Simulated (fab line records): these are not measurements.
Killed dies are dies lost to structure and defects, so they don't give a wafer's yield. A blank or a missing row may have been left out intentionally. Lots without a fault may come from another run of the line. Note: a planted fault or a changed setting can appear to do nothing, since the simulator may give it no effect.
Which tool was responsible? -- flow ritCmos -- 42 wafers from 14 lots sampled at 3 of the route's 202 steps

WHAT THE GAUGES READ, wafer by wafer
RIT_WELLDRIVE_RS_MEAS_01: the measuring method here is four-point-probe.
lot,measured,on,NWELL_RS (ohm/sq)
L686,day 2 05:41,filmMetro-02,274.7 275.1 275.1
L687,day 2 10:46,filmMetro-02,275.1 275.0 275.8
L688,day 2 19:41,filmMetro-01,276.0 275.2 276.1
L689,day 2 19:43,filmMetro-02,274.3 274.0 274.9
L691,day 3 06:23,filmMetro-02,275.3 274.0 274.7
L692,day 3 10:52,filmMetro-02,273.2 274.2 274.3
L699,day 4 20:34,filmMetro-02,252.6 252.3 252.6
L700,day 5 02:51,filmMetro-01,274.7 275.1 276.0
L702,day 5 12:34,filmMetro-04,274.7 274.0 275.6
L704,day 5 21:47,filmMetro-01,252.6 252.2 252.5
L705,day 6 02:37,filmMetro-01,275.9 275.8 275.3
L706,day 6 08:13,filmMetro-01,275.7 275.8 276.1
L707,day 6 13:13,filmMetro-04,276.6 276.3 275.8
L708,day 6 18:38,filmMetro-04,275.1 275.0 275.6

RIT_WELLDRIVE_RS_MEAS_02: the measuring method here is four-point-probe.
lot,measured,on,PWELL_RS (ohm/sq)
L686,day 2 05:49,filmMetro-02,428.7 429.2 428.9
L687,day 2 10:53,filmMetro-02,430.4 428.4 429.9
L688,day 2 19:48,filmMetro-01,429.8 433.3 432.1
L689,day 2 19:50,filmMetro-02,429.0 431.0 430.9
L691,day 3 06:31,filmMetro-02,430.8 428.6 430.5
L692,day 3 10:59,filmMetro-02,431.2 432.8 431.1
L699,day 4 20:41,filmMetro-02,406.1 406.5 406.1
L700,day 5 02:58,filmMetro-01,428.7 430.7 429.0
L702,day 5 12:41,filmMetro-04,430.8 430.5 431.6
L704,day 5 21:55,filmMetro-01,406.0 405.8 406.6
L705,day 6 02:44,filmMetro-01,430.5 431.5 431.6
L706,day 6 08:20,filmMetro-01,430.4 429.8 430.4
L707,day 6 13:20,filmMetro-04,431.6 430.0 432.2
L708,day 6 18:46,filmMetro-04,429.6 431.2 428.4

EACH LOT AND THE TOOL THAT RAN IT (in order: tool; ch and the chambers of the sampled wafers; start)
lot,RIT_WELLDRIVE_ANNEAL_00
L686,"furnace-03 ch 0, day 2 00:34"
L687,"furnace-03 ch 0, day 2 05:39"
L688,"furnace-03 ch 0, day 2 14:35"
L689,"furnace-03 ch 0, day 2 14:35"
L691,"furnace-03 ch 0, day 3 01:15"
L692,"furnace-02 ch 0, day 3 05:47"
L699,"furnace-03 ch 0, day 4 15:29"
L700,"furnace-02 ch 0, day 4 21:45"
L702,"furnace-01 ch 0, day 5 07:28"
L704,"furnace-03 ch 0, day 5 16:42"
L705,"furnace-01 ch 0, day 5 21:30"
L706,"furnace-02 ch 0, day 6 03:08"
L707,"furnace-01 ch 0, day 6 08:08"
L708,"furnace-02 ch 0, day 6 13:32"
- RIT_WELLDRIVE_ANNEAL_00: time 14700 s.

WHAT THE TOOLS THEMSELVES READ (means of the sampled wafers that have a number; where no wafer has one, the mark that the record gives instead)
RIT_WELLDRIVE_ANNEAL_00.
lot,tool,spikeTcCentreC (C),spikeTcLoadC (C),spikeTcSourceC (C),tubeCenterTempC (C),tube_center_temp_C_max
L686,furnace-03,1103.5,1124.1,1127.2,1100,1102.9
L687,furnace-03,1103.1,1123.8,1127.2,1100,1102.5
L688,furnace-03,1102.5,1124.7,1128.9,1100,1102.5
L689,furnace-03,1102.3,1124.0,1127.7,1100,1102.5
L691,furnace-03,1103.5,1123.6,1128.2,1100,1102.6
L692,furnace-02,1101.4,1127.0,1121.4,1100,1103.2
L699,furnace-03,1124.4,1146.0,1150.1,1122,1124.9
L700,furnace-02,1102.3,1127.2,1121.2,1100,1102.5
L702,furnace-01,1101.5,1123.1,1124.1,1100,1102.7
L704,furnace-03,1125.6,1146.3,1150.6,1122,1125.4
L705,furnace-01,1100.7,1121.3,1123.5,1100,1103.0
L706,furnace-02,1102.5,1126.7,1120.8,1100,1103.4
L707,furnace-01,1101.8,1122.5,1123.9,1100,1103.2
L708,furnace-02,1103.6,1128.0,1121.7,1100,1102.6

THE ANSWER, worked out from the rows above alone
Rule: the lots themselves supply what counts as usual. Put in order of their means at a reading, lots are off if they are a third of the lots or fewer, leave a main group of 4 or more, and stand apart from it by a gap of 3 or more times the standard deviation of the main group's means; of several such gaps the widest counts. Not used: any main group whose means are identical at the precision the tables above print for the reading. A lot without any number at a reading at which 4 lots or more have one is off too. All remaining lots with rows at the step are treated as sound. First the gauges in route order, then the tools' own readings, where a lot's mean is used as printed above. At the first step where some lot is off, the reading lying furthest off is the one used; lots without a number count as furthest.
Off: L699, L704, at RIT_WELLDRIVE_RS_MEAS_01 (NWELL_RS). For the main group the mean is 275.2 ohm/sq and the standard deviation 0.64.
If a tool, at a process step before that reading, ran all the lots that are off and no sound lot after the first of them, it fits. The gauges at RIT_WELLDRIVE_RS_MEAS_01 aren't tried: what is off there is off at RIT_WELLDRIVE_ANNEAL_00 too, on other tools, and a gauge's error can't cause that. One candidate fits, namely furnace-03 at RIT_WELLDRIVE_ANNEAL_00. A fault onset in the window from L691 (day 3 01:15, its last sound lot) to L699 (day 4 15:29, its first lot off) fits.
The tool's own readings at RIT_WELLDRIVE_ANNEAL_00 bear it out: on the lots that are off they differ by more than 5 times the standard deviation of the sound lots' means. spikeTcCentreC reads 1125.0 C there against 1102.4 C on the sound lots; spikeTcLoadC reads 1146.2 C there against 1124.7 C on the sound lots; spikeTcSourceC reads 1150.3 C there against 1124.7 C on the sound lots; tubeCenterTempC reads 1122 C there against 1100 C on the sound lots; tube_center_temp_C_max reads 1125.2 there against 1102.8 on the sound lots.

WHAT HAD BEEN PUT IN BY THE SIMULATOR
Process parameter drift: furnace-03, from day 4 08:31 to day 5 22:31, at RIT_WELLDRIVE_ANNEAL_00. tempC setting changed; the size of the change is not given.
Shown lots that were struck: L699, L704. The rule above reached the same finding.
